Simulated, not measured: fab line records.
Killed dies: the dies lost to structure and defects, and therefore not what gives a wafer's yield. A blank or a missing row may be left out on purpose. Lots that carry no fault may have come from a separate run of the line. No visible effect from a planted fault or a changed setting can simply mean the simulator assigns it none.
Which tool is to blame?	flow rit-cmos	13 lots with 39 wafers sampled at 2 steps, on a route of 202 steps

## WHAT THE GAUGES SHOWED, per wafer
RIT_GATE_CD_MEAS_90 targets a cd of 150 nm. Usual: cd-nm reads 149.2 nm (standard deviation 2.7).
lot	measured	on	cd-nm (nm)	flag
L395	day 2 17:37	cd-sem-01	151.2 151.9 150.6	
L397	day 3 07:57	cd-sem-01	148.2 145.9 150.0	
L398	day 3 13:53	cd-sem-02	149.3 149.2 148.7	
L399	day 3 18:35	cd-sem-02	151.9 153.7 153.1	
L400	day 3 22:55	cd-sem-01	150.0 150.1 148.6	
L401	day 4 06:44	cd-sem-02	148.9 147.7 149.0	
L402	day 4 11:38	cd-sem-02	146.9 148.4 147.7	
L404	day 4 17:29	cd-sem-01	155.1 152.3 152.1	
L405	day 4 22:08	cd-sem-02	154.4 152.5 151.9	
L407	day 5 06:22	cd-sem-01	148.6 150.0 152.3	
L408	day 5 10:07	cd-sem-02	149.5 152.9 152.6	
L409	day 5 19:20	cd-sem-02	149.9 149.4 148.1	
L418	day 7 09:20	cd-sem-02	153.4 153.3 153.6	

## EACH LOT AND THE TOOL THAT RAN IT (in order: tool; ch and the chambers of the sampled wafers; start)
lot	RIT_ACTIVE_STRIP_14
L395	plasma-asher-01 ch 0, day 1 16:23
L397	plasma-asher-01 ch 0,1, day 2 02:02
L398	plasma-asher-01 ch 0,1, day 2 06:17
L399	plasma-asher-02 ch 0,1, day 2 13:12
L400	plasma-asher-01 ch 0,1, day 2 17:33
L401	plasma-asher-02 ch 0,1, day 2 21:34
L402	plasma-asher-04 ch 0,1, day 3 04:42
L404	plasma-asher-01 ch 0,1, day 3 15:03
L405	plasma-asher-01 ch 0,1, day 3 18:01
L407	plasma-asher-01 ch 0,1, day 4 04:28
L408	plasma-asher-02 ch 0,1, day 4 08:23
L409	plasma-asher-01 ch 0,1, day 4 14:50
L418	plasma-asher-01 ch 0, day 6 10:51
- RIT_ACTIVE_STRIP_14: strips in O2, time 180 s.

## WHAT THE TOOLS THEMSELVES READ (means of the sampled wafers that have a number; where no wafer has one, the mark that the record gives instead)
RIT_ACTIVE_STRIP_14. Usual: drypump-motor-current-A reads 5.90 A (standard deviation 0.19).
lot	tool	drypump-motor-current-A (A)	flag
L395	plasma-asher-01	5.82	
L397	plasma-asher-01	5.77	
L398	plasma-asher-01	5.81	
L399	plasma-asher-02	5.73	
L400	plasma-asher-01	5.80	
L401	plasma-asher-02	5.74	
L402	plasma-asher-04	6.18	
L404	plasma-asher-01	5.79	
L405	plasma-asher-01	5.78	
L407	plasma-asher-01	5.78	
L408	plasma-asher-02	5.79	
L409	plasma-asher-01	5.78	
L418	plasma-asher-01	5.83	

## THE ANSWER, worked out from the rows above alone
Rule: take the mean of a lot's wafers that have a number; if it is more than 3 standard deviations from the usual mean, the lot is off. A lot without any number at a reading at which 4 lots or more have one is off too. Where the step has rows for the other lots, those lots are counted as sound. First the gauges in route order, then the tools' own readings, where a lot's mean is used as printed above. The first step at which some lot is off is used, and at that step the reading that is off furthest; a lot without a number counts as furthest.
No lot is off at any reading shown: from this, nothing can be told.

## WHAT THE SIMULATOR HAD PUT IN
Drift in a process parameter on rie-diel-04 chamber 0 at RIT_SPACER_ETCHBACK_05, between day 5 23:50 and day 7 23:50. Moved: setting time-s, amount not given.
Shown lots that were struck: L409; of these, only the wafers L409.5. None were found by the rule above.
